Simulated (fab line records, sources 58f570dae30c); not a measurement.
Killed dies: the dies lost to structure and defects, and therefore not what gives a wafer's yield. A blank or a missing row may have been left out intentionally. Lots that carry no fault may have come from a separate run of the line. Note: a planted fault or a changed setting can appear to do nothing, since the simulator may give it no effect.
Check of tool commonality / flow berkeley_cmos170 / Sample size 14 lots and 48 wafers

== REASON FOR OPENING ==
At UCB170_WELLDRIVE_THK_MEAS_02 the reading WELLDRIVE_OXIDE_THK is flagged on 2 of 14 lots. Fault-free wafers read 200 nm, with a standard deviation of 4.2.
Rule: a lot gets a flag if all its wafers with a number sit over 4 standard deviations from that mean, or if no wafer of it has a number. The other lots count as sound.

lot=L823; measured=day 3 11:59; on=film_metro-01; WELLDRIVE_OXIDE_THK (nm), wafer by wafer=199 197 197; flag=
lot=L825; measured=day 3 18:25; on=film_metro-03; WELLDRIVE_OXIDE_THK (nm), wafer by wafer=202 201 205; flag=
lot=L826; measured=day 3 22:53; on=film_metro-03; WELLDRIVE_OXIDE_THK (nm), wafer by wafer=194 195 198; flag=
lot=L827; measured=day 4 09:06; on=film_metro-03; WELLDRIVE_OXIDE_THK (nm), wafer by wafer=204 205 206; flag=
lot=L829; measured=day 4 16:40; on=film_metro-02; WELLDRIVE_OXIDE_THK (nm), wafer by wafer=199 194 200; flag=
lot=L830; measured=day 4 19:27; on=film_metro-03; WELLDRIVE_OXIDE_THK (nm), wafer by wafer=210 212 209; flag=
lot=L833; measured=day 5 12:02; on=film_metro-01; WELLDRIVE_OXIDE_THK (nm), wafer by wafer=170 170 171 170 171 171; flag=FLAGGED
lot=L832; measured=day 5 12:04; on=film_metro-03; WELLDRIVE_OXIDE_THK (nm), wafer by wafer=174 174 172 174 174 172; flag=FLAGGED
lot=L835; measured=day 5 23:10; on=film_metro-03; WELLDRIVE_OXIDE_THK (nm), wafer by wafer=200 198 199; flag=
lot=L840; measured=day 7 02:22; on=film_metro-01; WELLDRIVE_OXIDE_THK (nm), wafer by wafer=197 195 198; flag=
lot=L841; measured=day 7 08:46; on=film_metro-02; WELLDRIVE_OXIDE_THK (nm), wafer by wafer=196 197 198; flag=
lot=L842; measured=day 7 17:52; on=film_metro-01; WELLDRIVE_OXIDE_THK (nm), wafer by wafer=197 203 197; flag=
lot=L844; measured=day 8 04:58; on=film_metro-01; WELLDRIVE_OXIDE_THK (nm), wafer by wafer=203 203 205; flag=
lot=L846; measured=day 8 11:28; on=film_metro-02; WELLDRIVE_OXIDE_THK (nm), wafer by wafer=207 204 207; flag=
On average the flagged lots' numbers are 172 nm, which is -28 nm against the usual, or -7 standard deviations.

== EACH LOT AND THE TOOL IT RAN ON ==
The record holds 2 process steps before the reading, out of a route of 331 steps. Cell contents, in order: the tool; ch with the chambers the sampled wafers went through; the start.
lot=L823; flag=; UCB170_ZERO_STRIP_07=plasma_asher-04 ch 0,1, day 1 20:19; UCB170_WELLDRIVE_OXIDATION_01=furnace-04 ch 0, day 3 08:29
lot=L825; flag=; UCB170_ZERO_STRIP_07=plasma_asher-03 ch 0,1, day 2 03:50; UCB170_WELLDRIVE_OXIDATION_01=furnace-01 ch 0, day 3 14:55
lot=L826; flag=; UCB170_ZERO_STRIP_07=plasma_asher-04 ch 0,1, day 2 10:35; UCB170_WELLDRIVE_OXIDATION_01=furnace-03 ch 0, day 3 19:22
lot=L827; flag=; UCB170_ZERO_STRIP_07=plasma_asher-04 ch 0,1, day 2 14:28; UCB170_WELLDRIVE_OXIDATION_01=furnace-01 ch 0, day 4 05:36
lot=L829; flag=; UCB170_ZERO_STRIP_07=plasma_asher-02 ch 0,1, day 3 02:04; UCB170_WELLDRIVE_OXIDATION_01=furnace-04 ch 0, day 4 13:09
lot=L830; flag=; UCB170_ZERO_STRIP_07=plasma_asher-03 ch 0,1, day 3 05:59; UCB170_WELLDRIVE_OXIDATION_01=furnace-01 ch 0, day 4 15:57
lot=L833; flag=FLAGGED; UCB170_ZERO_STRIP_07=plasma_asher-04 ch 0,1, day 3 22:32; UCB170_WELLDRIVE_OXIDATION_01=furnace-04 ch 0, day 5 08:31
lot=L832; flag=FLAGGED; UCB170_ZERO_STRIP_07=plasma_asher-02 ch 0,1, day 3 19:19; UCB170_WELLDRIVE_OXIDATION_01=furnace-04 ch 0, day 5 08:31
lot=L835; flag=; UCB170_ZERO_STRIP_07=plasma_asher-02 ch 0,1, day 4 05:36; UCB170_WELLDRIVE_OXIDATION_01=furnace-03 ch 0, day 5 19:40
lot=L840; flag=; UCB170_ZERO_STRIP_07=plasma_asher-03 ch 0,1, day 5 07:21; UCB170_WELLDRIVE_OXIDATION_01=furnace-03 ch 0, day 6 22:52
lot=L841; flag=; UCB170_ZERO_STRIP_07=plasma_asher-04 ch 0,1, day 5 13:50; UCB170_WELLDRIVE_OXIDATION_01=furnace-03 ch 0, day 7 05:16
lot=L842; flag=; UCB170_ZERO_STRIP_07=plasma_asher-04 ch 0,1, day 5 20:02; UCB170_WELLDRIVE_OXIDATION_01=furnace-03 ch 0, day 7 14:22
lot=L844; flag=; UCB170_ZERO_STRIP_07=plasma_asher-04 ch 0,1, day 6 09:50; UCB170_WELLDRIVE_OXIDATION_01=furnace-01 ch 0, day 8 01:28
lot=L846; flag=; UCB170_ZERO_STRIP_07=plasma_asher-02 ch 0,1, day 6 12:57; UCB170_WELLDRIVE_OXIDATION_01=furnace-01 ch 0, day 8 07:58
What the steps here do:
- UCB170_ZERO_STRIP_07: strips in O2.
- UCB170_WELLDRIVE_OXIDATION_01: target thk 199 nm, ox time 9000 s.
- UCB170_WELLDRIVE_THK_MEAS_02

== FLAGGED AGAINST TOTAL, ONE TOOL AT A TIME (gauges that did the reading follow at the end) ==
step=UCB170_ZERO_STRIP_07; tool=plasma_asher-02; lots run=4; flagged=1; share of the flagged lots=some; sound lots run after its first flagged lot=2 (L835,L846)
step=UCB170_ZERO_STRIP_07; tool=plasma_asher-03; lots run=3; flagged=0; share of the flagged lots=none; sound lots run after its first flagged lot=-
step=UCB170_ZERO_STRIP_07; tool=plasma_asher-04; lots run=7; flagged=1; share of the flagged lots=some; sound lots run after its first flagged lot=3 (L841,L842,L844)
step=UCB170_WELLDRIVE_OXIDATION_01; tool=furnace-01; lots run=5; flagged=0; share of the flagged lots=none; sound lots run after its first flagged lot=-
step=UCB170_WELLDRIVE_OXIDATION_01; tool=furnace-03; lots run=5; flagged=0; share of the flagged lots=none; sound lots run after its first flagged lot=-
step=UCB170_WELLDRIVE_OXIDATION_01; tool=furnace-04; lots run=4; flagged=2; share of the flagged lots=all; sound lots run after its first flagged lot=0
step=UCB170_WELLDRIVE_THK_MEAS_02; tool=film_metro-01; lots run=5; flagged=1; share of the flagged lots=some; sound lots run after its first flagged lot=3 (L840,L842,L844)
step=UCB170_WELLDRIVE_THK_MEAS_02; tool=film_metro-02; lots run=3; flagged=0; share of the flagged lots=none; sound lots run after its first flagged lot=-
step=UCB170_WELLDRIVE_THK_MEAS_02; tool=film_metro-03; lots run=6; flagged=1; share of the flagged lots=some; sound lots run after its first flagged lot=1 (L835)

== WHAT IS ALLOWED BY THE TABLE ==
1 row of the table ran every flagged lot: furnace-04 at UCB170_WELLDRIVE_OXIDATION_01.
- furnace-04 at UCB170_WELLDRIVE_OXIDATION_01 ran 4 lots, 2 of them flagged. Its last sound lot is L829 (day 4 13:09), its first flagged lot L832 (day 5 08:31): a fault that began between those two fits. Its own readings (spike_tc_centre_C, spike_tc_load_C, spike_tc_source_C, tube_center_temp_C, tube_center_temp_C_max) fall more than 4 standard deviations out on all wafers of the flagged lots.
furnace-04 at UCB170_WELLDRIVE_OXIDATION_01 is the single tool remaining.

== WHAT THE SIMULATOR PUT IN ==
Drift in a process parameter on furnace-04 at UCB170_WELLDRIVE_OXIDATION_01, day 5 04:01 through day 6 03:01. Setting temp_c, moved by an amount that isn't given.
Lots struck among those shown: L833, L832. This agrees with what the rule above found.
